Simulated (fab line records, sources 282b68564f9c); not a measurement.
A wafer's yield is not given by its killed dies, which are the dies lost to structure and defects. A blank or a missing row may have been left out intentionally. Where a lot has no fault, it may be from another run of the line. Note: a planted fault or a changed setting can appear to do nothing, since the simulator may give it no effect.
Which tool is to blame? ; flow ritCmos ; 21 wafers from 7 lots sampled at 2 of the route's 202 steps

== WHAT THE GAUGES SHOWED, per wafer ==
RIT_SDANNEAL_RS_MEAS_07: uses a four-point probe to measure.
lot;measured;on;NLDD_RS (ohm/sq)
L607;day 3 14:58;filmMetro-04;152.1 152.4 151.8
L609;day 4 09:37;filmMetro-01;151.5 152.0 151.2
L612;day 4 15:01;filmMetro-03;150.6 150.3 151.0
L614;day 5 07:04;filmMetro-03;151.0 150.5 150.5
L616;day 5 13:31;filmMetro-01;151.3 151.1 151.5
L620;day 6 11:51;filmMetro-04;152.0 152.5 150.8
L626;day 8 01:22;filmMetro-04;151.1 150.5 150.9

== WHICH TOOL RAN EACH LOT (tool, then ch and the chambers of the sampled wafers, then the start) ==
lot;RIT_PLDD_STRIP_09
L607;plasmaAsher-01 ch 0,1, day 3 08:13
L609;plasmaAsher-01 ch 0,1, day 4 03:14
L612;plasmaAsher-04 ch 0,1, day 4 08:10
L614;plasmaAsher-04 ch 0,1, day 4 21:46
L616;plasmaAsher-04 ch 0,1, day 5 07:01
L620;plasmaAsher-03 ch 0,1, day 6 04:56
L626;plasmaAsher-03 ch 0,1, day 7 18:32
- RIT_PLDD_STRIP_09: strips in O2, time 180 s.

== THE ANSWER, worked out from the rows above alone ==
Rule: usual is defined by the lots themselves. Put in order of their means at a reading, lots are off if they are a third of the lots or fewer, leave a main group of 4 or more, and stand apart from it by a gap of 3 or more times the standard deviation of the main group's means; of several such gaps the widest counts. Not used: any main group whose means are identical at the precision the tables above print for the reading. Also off: a lot with no number at a reading for which 4 or more lots have one. The other lots that the step has rows for count as sound.
No lot is off at any reading shown: from this, nothing can be told.

== WHAT WAS PUT IN BY THE SIMULATOR ==
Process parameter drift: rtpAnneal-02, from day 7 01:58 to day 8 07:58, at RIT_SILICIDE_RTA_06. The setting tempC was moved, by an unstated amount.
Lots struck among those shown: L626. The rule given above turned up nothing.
